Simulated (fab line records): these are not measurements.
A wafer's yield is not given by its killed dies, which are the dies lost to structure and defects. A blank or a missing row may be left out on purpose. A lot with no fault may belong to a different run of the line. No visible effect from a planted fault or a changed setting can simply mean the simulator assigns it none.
fab line records / flow berkeleyCmos170
record lots=7 wafers=21 lastDay=12
route steps=331 shown CONTACT@218
lots that met no fault: from a run of the same line without faults
startH: start of the lot's first displayed wafer, in hours after the record's first day / waitH: hours from the lot's prior step to this one / " identical to the entry in the row above / L1.1+2: several wafers, shown together as one row / - no value, or no start given / * or withheld: withheld / < > ~ a bound
route shown NAME@n: a module of which the file shows steps, and the number in the route of the first / usual: mean/standard deviation taken from wafers without a fault / same: alike in all rows / chamber/n: place in a boat / sites: readings site by site / _std_site: how widely they spread, as a standard deviation / _edge_site: mean of outer sites minus mean of inner sites / radiusMm: how far each site lies from the wafer's centre / mask NAME#n: copy n / behind: the last tool/chamber to shape the wafer / hold: why the lot was held/for how many hours/how that ended / device: names the non-switching transistor (n, p or np) / end of line: at the end of the route, the tests of the same wafers / for a step that has no rows: nothing shown but its recipe / killed: count of dies lost to structure and defects at first sort (not the wafer's yield) / map: the dies of a wafer, with x for killed, . for not killed, _ for no die there
set.NAME: the setting that was run; set.NAME@STEP: the one run at that earlier step / model.NAME: the simulator's own value behind a step, which no gauge read
lots seen at some steps along the route; tables by step, rows by wafer
services: a tool's chamber out of use, with start hour (startH, from the record's first day; less than 0 if before it), hours out, and reason
## steps
# step UCB170_CONTACT_THK_MEAS_02
# recipe reads=PSG_of_CONTACT_CVD_01
# usual CONTACT_PSG_THK=701/7
lot.wafer=L333.2 tool=filmMetro-03 chamber=- startH=154.26 waitH=0.0 CONTACT_PSG_THK[nm]=694
lot.wafer=L333.4 tool=filmMetro-03 chamber=- startH=154.26 waitH=0.0 CONTACT_PSG_THK[nm]=695
lot.wafer=L333.6 tool=filmMetro-03 chamber=- startH=154.26 waitH=0.0 CONTACT_PSG_THK[nm]=694
lot.wafer=L341.3 tool=filmMetro-03 chamber=- startH=217.54 waitH=0.0 CONTACT_PSG_THK[nm]=700
lot.wafer=L341.5 tool=filmMetro-03 chamber=- startH=217.54 waitH=0.0 CONTACT_PSG_THK[nm]=700
lot.wafer=L341.6 tool=filmMetro-03 chamber=- startH=217.54 waitH=0.0 CONTACT_PSG_THK[nm]=694
lot.wafer=L343.4 tool=filmMetro-03 chamber=- startH=229.36 waitH=0.0 CONTACT_PSG_THK[nm]=695
lot.wafer=L343.5 tool=filmMetro-03 chamber=- startH=229.36 waitH=0.0 CONTACT_PSG_THK[nm]=700
lot.wafer=L343.6 tool=filmMetro-03 chamber=- startH=229.36 waitH=0.0 CONTACT_PSG_THK[nm]=702
lot.wafer=L342.1 tool=filmMetro-01 chamber=- startH=229.74 waitH=0.0 CONTACT_PSG_THK[nm]=706
lot.wafer=L342.5 tool=filmMetro-01 chamber=- startH=229.74 waitH=0.0 CONTACT_PSG_THK[nm]=705
lot.wafer=L342.6 tool=filmMetro-01 chamber=- startH=229.74 waitH=0.0 CONTACT_PSG_THK[nm]=697
lot.wafer=L347.1 tool=filmMetro-03 chamber=- startH=229.80 waitH=0.1 CONTACT_PSG_THK[nm]=712
lot.wafer=L347.2 tool=filmMetro-03 chamber=- startH=229.80 waitH=0.1 CONTACT_PSG_THK[nm]=708
lot.wafer=L347.5 tool=filmMetro-03 chamber=- startH=229.80 waitH=0.1 CONTACT_PSG_THK[nm]=713
lot.wafer=L344.3 tool=filmMetro-02 chamber=- startH=229.82 waitH=0.1 CONTACT_PSG_THK[nm]=706
lot.wafer=L344.4 tool=filmMetro-02 chamber=- startH=229.82 waitH=0.1 CONTACT_PSG_THK[nm]=706
lot.wafer=L344.6 tool=filmMetro-02 chamber=- startH=229.82 waitH=0.1 CONTACT_PSG_THK[nm]=711
lot.wafer=L351.1 tool=filmMetro-01 chamber=- startH=255.10 waitH=0.0 CONTACT_PSG_THK[nm]=695
lot.wafer=L351.2 tool=filmMetro-01 chamber=- startH=255.10 waitH=0.0 CONTACT_PSG_THK[nm]=700
lot.wafer=L351.6 tool=filmMetro-01 chamber=- startH=255.10 waitH=0.0 CONTACT_PSG_THK[nm]=694
# step UCB170_CONTACT_HMDS_03
# recipe primeTimeS=60 primeTempC=100
# step UCB170_CONTACT_COAT_04
# recipe resist=KrF spinRpm=1500 resistThkNm=900
# step UCB170_CONTACT_SOFTBAKE_05
# recipe resist=KrF tempC=130 timeS=60
# step UCB170_CONTACT_STRIP_06
# recipe chemistry=O2 powerW=400 pressureMtorr=3500 platenTempC=withheld o2FlowSccm=400 overashFraction=0.5
# usual drypumpMotorCurrentA=5.7/0.59 oesProductAu=0.735/0.0045 stripTimeToEndpointS=21.97/0.056
lot.wafer=L333.2 tool=plasmaAsher-03 chamber=0 startH=154.76 waitH=0.1 drypumpMotorCurrentA=6.2 oesProductAu=0.735 rfHoursCounterH=40 stripTimeToEndpointS=21.97
lot.wafer=L333.4 tool=plasmaAsher-03 chamber=0 startH=154.76 waitH=0.1 drypumpMotorCurrentA=6.3 oesProductAu=0.731 rfHoursCounterH=- stripTimeToEndpointS=22.03
lot.wafer=L333.6 tool=plasmaAsher-03 chamber=1 startH=154.76 waitH=0.1 drypumpMotorCurrentA=6.0 oesProductAu=0.736 rfHoursCounterH=- stripTimeToEndpointS=22.01
lot.wafer=L341.3 tool=plasmaAsher-01 chamber=1 startH=218.51 waitH=0.1 drypumpMotorCurrentA=6.6 oesProductAu=0.740 rfHoursCounterH=- stripTimeToEndpointS=22.01
lot.wafer=L341.5 tool=plasmaAsher-01 chamber=0 startH=218.51 waitH=0.1 drypumpMotorCurrentA=5.0 oesProductAu=0.736 rfHoursCounterH=- stripTimeToEndpointS=21.96
lot.wafer=L341.6 tool=plasmaAsher-01 chamber=1 startH=218.51 waitH=0.1 drypumpMotorCurrentA=6.6 oesProductAu=0.742 rfHoursCounterH=- stripTimeToEndpointS=21.99
lot.wafer=L343.4 tool=plasmaAsher-02 chamber=1 startH=229.88 waitH=0.1 drypumpMotorCurrentA=5.4 oesProductAu=0.733 rfHoursCounterH=- stripTimeToEndpointS=22.02
lot.wafer=L343.5 tool=plasmaAsher-02 chamber=0 startH=229.88 waitH=0.1 drypumpMotorCurrentA=5.2 oesProductAu=0.737 rfHoursCounterH=- stripTimeToEndpointS=22.02
lot.wafer=L343.6 tool=plasmaAsher-02 chamber=1 startH=229.88 waitH=0.1 drypumpMotorCurrentA=5.4 oesProductAu=0.735 rfHoursCounterH=- stripTimeToEndpointS=22.00
lot.wafer=L342.1 tool=plasmaAsher-02 chamber=1 startH=230.29 waitH=0.1 drypumpMotorCurrentA=5.4 oesProductAu=0.737 rfHoursCounterH=48 stripTimeToEndpointS=21.96
lot.wafer=L342.5 tool=plasmaAsher-02 chamber=0 startH=230.29 waitH=0.1 drypumpMotorCurrentA=5.2 oesProductAu=0.735 rfHoursCounterH=- stripTimeToEndpointS=21.97
lot.wafer=L342.6 tool=plasmaAsher-02 chamber=1 startH=230.29 waitH=0.1 drypumpMotorCurrentA=5.4 oesProductAu=0.738 rfHoursCounterH=- stripTimeToEndpointS=21.96
lot.wafer=L347.1 tool=plasmaAsher-01 chamber=1 startH=230.70 waitH=0.1 drypumpMotorCurrentA=6.6 oesProductAu=0.734 rfHoursCounterH=54 stripTimeToEndpointS=21.88
lot.wafer=L347.2 tool=plasmaAsher-01 chamber=0 startH=230.70 waitH=0.1 drypumpMotorCurrentA=4.9 oesProductAu=0.737 rfHoursCounterH=54 stripTimeToEndpointS=21.91
lot.wafer=L347.5 tool=plasmaAsher-01 chamber=0 startH=230.70 waitH=0.1 drypumpMotorCurrentA=4.9 oesProductAu=0.736 rfHoursCounterH=- stripTimeToEndpointS=21.93
lot.wafer=L344.3 tool=plasmaAsher-03 chamber=0 startH=230.73 waitH=0.1 drypumpMotorCurrentA=6.2 oesProductAu=0.727 rfHoursCounterH=- stripTimeToEndpointS=21.95
lot.wafer=L344.4 tool=plasmaAsher-03 chamber=1 startH=230.73 waitH=0.1 drypumpMotorCurrentA=6.0 oesProductAu=0.736 rfHoursCounterH=- stripTimeToEndpointS=21.91
lot.wafer=L344.6 tool=plasmaAsher-03 chamber=0 startH=230.73 waitH=0.1 drypumpMotorCurrentA=6.2 oesProductAu=0.732 rfHoursCounterH=- stripTimeToEndpointS=21.90
lot.wafer=L351.1 tool=plasmaAsher-01 chamber=0 startH=255.77 waitH=0.1 drypumpMotorCurrentA=4.9 oesProductAu=0.728 rfHoursCounterH=57 stripTimeToEndpointS=21.90
lot.wafer=L351.2 tool=plasmaAsher-01 chamber=1 startH=255.77 waitH=0.1 drypumpMotorCurrentA=6.6 oesProductAu=0.736 rfHoursCounterH=57 stripTimeToEndpointS=21.92
lot.wafer=L351.6 tool=plasmaAsher-01 chamber=0 startH=255.77 waitH=0.1 drypumpMotorCurrentA=4.9 oesProductAu=0.738 rfHoursCounterH=- stripTimeToEndpointS=21.91
# step UCB170_CONTACT_CLEAN_07
# recipe chemistry=SPM tempC=120 timeS=600
# step UCB170_CONTACT_RTA_08
# recipe tempC=900 timeS=10 ambient=N2
# usual lampPowerPct=24.51/0.069 wafer_temp_C_max=904.3/0.83
lot.wafer=L333.2 tool=rtpAnneal-01 chamber=0 startH=155.04 waitH=0.0 lampPowerPct=24.49 wafer_temp_C_max=905.0
lot.wafer=L333.4 tool=rtpAnneal-01 chamber=0 startH=155.04 waitH=0.0 lampPowerPct=24.46 wafer_temp_C_max=904.4
lot.wafer=L333.6 tool=rtpAnneal-01 chamber=0 startH=155.04 waitH=0.0 lampPowerPct=24.43 wafer_temp_C_max=904.6
lot.wafer=L341.3 tool=rtpAnneal-02 chamber=0 startH=224.80 waitH=0.0 lampPowerPct=24.59 wafer_temp_C_max=903.8
lot.wafer=L341.5 tool=rtpAnneal-02 chamber=0 startH=224.80 waitH=0.0 lampPowerPct=24.57 wafer_temp_C_max=903.5
lot.wafer=L341.6 tool=rtpAnneal-02 chamber=0 startH=224.80 waitH=0.0 lampPowerPct=24.54 wafer_temp_C_max=903.5
lot.wafer=L343.4 tool=rtpAnneal-01 chamber=0 startH=230.17 waitH=0.0 lampPowerPct=24.39 wafer_temp_C_max=904.1
lot.wafer=L343.5 tool=rtpAnneal-01 chamber=0 startH=230.17 waitH=0.0 lampPowerPct=24.45 wafer_temp_C_max=904.5
lot.wafer=L343.6 tool=rtpAnneal-01 chamber=0 startH=230.17 waitH=0.0 lampPowerPct=24.45 wafer_temp_C_max=904.5
lot.wafer=L342.1 tool=rtpAnneal-02 chamber=0 startH=230.73 waitH=0.0 lampPowerPct=24.58 wafer_temp_C_max=904.4
lot.wafer=L342.5 tool=rtpAnneal-02 chamber=0 startH=230.73 waitH=0.0 lampPowerPct=24.57 wafer_temp_C_max=903.8
lot.wafer=L342.6 tool=rtpAnneal-02 chamber=0 startH=230.73 waitH=0.0 lampPowerPct=24.59 wafer_temp_C_max=907.0
lot.wafer=L347.1 tool=rtpAnneal-02 chamber=0 startH=231.11 waitH=0.0 lampPowerPct=24.55 wafer_temp_C_max=904.2
lot.wafer=L347.2 tool=rtpAnneal-02 chamber=0 startH=231.11 waitH=0.0 lampPowerPct=24.58 wafer_temp_C_max=904.2
lot.wafer=L347.5 tool=rtpAnneal-02 chamber=0 startH=231.11 waitH=0.0 lampPowerPct=24.58 wafer_temp_C_max=903.7
lot.wafer=L344.3 tool=rtpAnneal-01 chamber=0 startH=231.14 waitH=0.0 lampPowerPct=24.46 wafer_temp_C_max=906.6
lot.wafer=L344.4 tool=rtpAnneal-01 chamber=0 startH=231.14 waitH=0.0 lampPowerPct=24.45 wafer_temp_C_max=902.8
lot.wafer=L344.6 tool=rtpAnneal-01 chamber=0 startH=231.14 waitH=0.0 lampPowerPct=24.44 wafer_temp_C_max=904.6
lot.wafer=L351.1 tool=rtpAnneal-01 chamber=0 startH=256.07 waitH=0.0 lampPowerPct=24.42 wafer_temp_C_max=904.9
lot.wafer=L351.2 tool=rtpAnneal-01 chamber=0 startH=256.07 waitH=0.0 lampPowerPct=24.45 wafer_temp_C_max=904.0
lot.wafer=L351.6 tool=rtpAnneal-01 chamber=0 startH=256.07 waitH=0.0 lampPowerPct=24.41 wafer_temp_C_max=904.6
# step UCB170_CONTACT_COAT_09
# recipe resist=BARC tempC=withheld timeS=withheld spinRpm=3000 resistThkNm=withheld
# step UCB170_CONTACT_COAT_10
# recipe resist=KrF spinRpm=1500 resistThkNm=900
# step UCB170_CONTACT_SOFTBAKE_11
# recipe resist=KrF tempC=130 timeS=60
# step UCB170_CONTACT_EXPOSE_12
# recipe maskId=CONT targetCdNm=700 na=0.5 sigmaOuter=0.6 sourceShape=conventional doseMj=35
# step UCB170_CONTACT_PEB_13
# recipe pebTempC=130 pebTimeS=withheld resist=KrF
# step UCB170_CONTACT_DEVELOP_14
# recipe developer=TMAH developTimeS=45 resist=KrF devTempC=21
# usual chillPlateTempC=23.02/0.11 developTimeS=45/0
lot.wafer=L333.2 tool=lithoTrack-01 chamber=0 startH=155 waitH=- chillPlateTempC=22.98 developTimeS=45 model.KrF_of_CONTACT_COAT_10.thkNm=886.9
lot.wafer=L333.4 tool=lithoTrack-01 chamber=0 startH=156 waitH=- chillPlateTempC=23.01 developTimeS=45 model.KrF_of_CONTACT_COAT_10.thkNm=888.5
lot.wafer=L333.6 tool=lithoTrack-01 chamber=0 startH=156 waitH=- chillPlateTempC=22.99 developTimeS=45 model.KrF_of_CONTACT_COAT_10.thkNm=886.7
lot.wafer=L341.3 tool=lithoTrack-03 chamber=- startH=225 waitH=- chillPlateTempC=- developTimeS=- model.KrF_of_CONTACT_COAT_10.thkNm=899.4
lot.wafer=L341.5 tool=lithoTrack-03 chamber=- startH=225 waitH=- chillPlateTempC=- developTimeS=- model.KrF_of_CONTACT_COAT_10.thkNm=900.4
lot.wafer=L341.6 tool=lithoTrack-03 chamber=- startH=225 waitH=- chillPlateTempC=- developTimeS=- model.KrF_of_CONTACT_COAT_10.thkNm=900.1
lot.wafer=L343.4 tool=lithoTrack-01 chamber=- startH=231 waitH=- chillPlateTempC=- developTimeS=- model.KrF_of_CONTACT_COAT_10.thkNm=901.8
lot.wafer=L343.5 tool=lithoTrack-01 chamber=- startH=231 waitH=- chillPlateTempC=- developTimeS=- model.KrF_of_CONTACT_COAT_10.thkNm=901.7
lot.wafer=L343.6 tool=lithoTrack-01 chamber=- startH=231 waitH=- chillPlateTempC=- developTimeS=- model.KrF_of_CONTACT_COAT_10.thkNm=899.1
lot.wafer=L342.1 tool=lithoTrack-03 chamber=- startH=231 waitH=- chillPlateTempC=- developTimeS=- model.KrF_of_CONTACT_COAT_10.thkNm=903.5
lot.wafer=L342.5 tool=lithoTrack-03 chamber=- startH=231 waitH=- chillPlateTempC=- developTimeS=- model.KrF_of_CONTACT_COAT_10.thkNm=901.7
lot.wafer=L342.6 tool=lithoTrack-03 chamber=- startH=231 waitH=- chillPlateTempC=- developTimeS=- model.KrF_of_CONTACT_COAT_10.thkNm=903.3
lot.wafer=L344.3 tool=lithoTrack-01 chamber=0 startH=231 waitH=- chillPlateTempC=23.21 developTimeS=45 model.KrF_of_CONTACT_COAT_10.thkNm=882.5
lot.wafer=L344.4 tool=lithoTrack-01 chamber=0 startH=231 waitH=- chillPlateTempC=23.19 developTimeS=45 model.KrF_of_CONTACT_COAT_10.thkNm=881.3
lot.wafer=L344.6 tool=lithoTrack-01 chamber=0 startH=232 waitH=- chillPlateTempC=23.08 developTimeS=45 model.KrF_of_CONTACT_COAT_10.thkNm=881.9
lot.wafer=L347.1 tool=lithoTrack-04 chamber=0 startH=232 waitH=- chillPlateTempC=23.05 developTimeS=45 model.KrF_of_CONTACT_COAT_10.thkNm=886.1
lot.wafer=L347.2 tool=lithoTrack-04 chamber=0 startH=232 waitH=- chillPlateTempC=23.13 developTimeS=45 model.KrF_of_CONTACT_COAT_10.thkNm=882.9
lot.wafer=L347.5 tool=lithoTrack-04 chamber=0 startH=232 waitH=- chillPlateTempC=22.85 developTimeS=45 model.KrF_of_CONTACT_COAT_10.thkNm=885.2
lot.wafer=L351.1 tool=lithoTrack-03 chamber=0 startH=258 waitH=- chillPlateTempC=22.92 developTimeS=45 model.KrF_of_CONTACT_COAT_10.thkNm=882.6
lot.wafer=L351.2 tool=lithoTrack-03 chamber=0 startH=258 waitH=- chillPlateTempC=22.92 developTimeS=45 model.KrF_of_CONTACT_COAT_10.thkNm=880.8
lot.wafer=L351.6 tool=lithoTrack-03 chamber=0 startH=258 waitH=- chillPlateTempC=22.91 developTimeS=45 model.KrF_of_CONTACT_COAT_10.thkNm=882.6
# step UCB170_CONTACT_CD_MEAS_15
# recipe targetCdNm=700
# usual cdNm=700.0/1.7
lot.wafer=L333.2 tool=cdSem-02 chamber=- startH=156.08 waitH=- cdNm=698.7
lot.wafer=L333.4 tool=cdSem-02 chamber=- startH=156.08 waitH=- cdNm=698.8
lot.wafer=L333.6 tool=cdSem-02 chamber=- startH=156.08 waitH=- cdNm=698.7
lot.wafer=L341.3 tool=cdSem-02 chamber=- startH=226.06 waitH=- cdNm=-
lot.wafer=L341.5 tool=cdSem-02 chamber=- startH=226.06 waitH=- cdNm=-
lot.wafer=L341.6 tool=cdSem-02 chamber=- startH=226.06 waitH=- cdNm=-
lot.wafer=L343.4 tool=cdSem-02 chamber=- startH=231.48 waitH=- cdNm=-
lot.wafer=L343.5 tool=cdSem-02 chamber=- startH=231.48 waitH=- cdNm=-
lot.wafer=L343.6 tool=cdSem-02 chamber=- startH=231.48 waitH=- cdNm=-
lot.wafer=L342.1 tool=cdSem-02 chamber=- startH=232.21 waitH=- cdNm=-
lot.wafer=L342.5 tool=cdSem-02 chamber=- startH=232.21 waitH=- cdNm=-
lot.wafer=L342.6 tool=cdSem-02 chamber=- startH=232.21 waitH=- cdNm=-
lot.wafer=L344.3 tool=cdSem-02 chamber=- startH=232.37 waitH=- cdNm=697.8
lot.wafer=L344.4 tool=cdSem-02 chamber=- startH=232.37 waitH=- cdNm=698.0
lot.wafer=L344.6 tool=cdSem-02 chamber=- startH=232.37 waitH=- cdNm=699.2
lot.wafer=L347.1 tool=cdSem-02 chamber=- startH=232.57 waitH=- cdNm=699.7
lot.wafer=L347.2 tool=cdSem-02 chamber=- startH=232.57 waitH=- cdNm=699.5
lot.wafer=L347.5 tool=cdSem-02 chamber=- startH=232.57 waitH=- cdNm=700.6
lot.wafer=L351.1 tool=cdSem-02 chamber=- startH=258.51 waitH=- cdNm=701.9
lot.wafer=L351.2 tool=cdSem-02 chamber=- startH=258.51 waitH=- cdNm=701.8
lot.wafer=L351.6 tool=cdSem-02 chamber=- startH=258.51 waitH=- cdNm=702.8
## services
tool=plasmaAsher-02 chamber=- startH=150.46 hours=2.8 kind=pm
tool=plasmaAsher-03 chamber=- startH=219.91 hours=0.7 kind=repair
## key
firstSign step=UCB170_CONTACT_DEVELOP_14 reading=toolRecord direction=missing
effect none on later readings
modelEffect step=UCB170_CONTACT_DEVELOP_14 value=KrF_of_CONTACT_COAT_10.thkNm without=887 struck=901.2
metAt UCB170_CONTACT_DEVELOP_14
struckWafers L341.3,L341.5,L341.6,L342.1,L342.5,L342.6,L343.4,L343.5,L343.6
laterRowsLeftOut L341.3,L341.5,L341.6,L342.1,L342.5,L342.6,L343.4,L343.5,L343.6
sortLeftOut L341.3,L341.5,L341.6,L342.1,L342.5,L342.6,L343.4,L343.5,L343.6
testerLeftOut L341,L342,L343
onsetBetween 155 225
fault kind=skippedStepWhole tool=lithoTrack-01,lithoTrack-03 chamber=- onsetH=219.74 steps=UCB170_CONTACT_DEVELOP_14 scope=struckLotsOnly
# testerLeftOut: of these lots the tester's yield and bins aren't shown, on N5 and GAA mostly nor the transistor test; their killed dies are dies lost to structure and defects alone, not to doping, threshold or leakage, so they don't give the yield
# sortLeftOut: the simulated sort isn't trusted on such a fault, so these wafers' sort isn't shown, and their yield isn't known
# laterRowsLeftOut: the simulator's readings of these wafers behind a module that went badly wrong aren't trusted and aren't shown, but for the sort
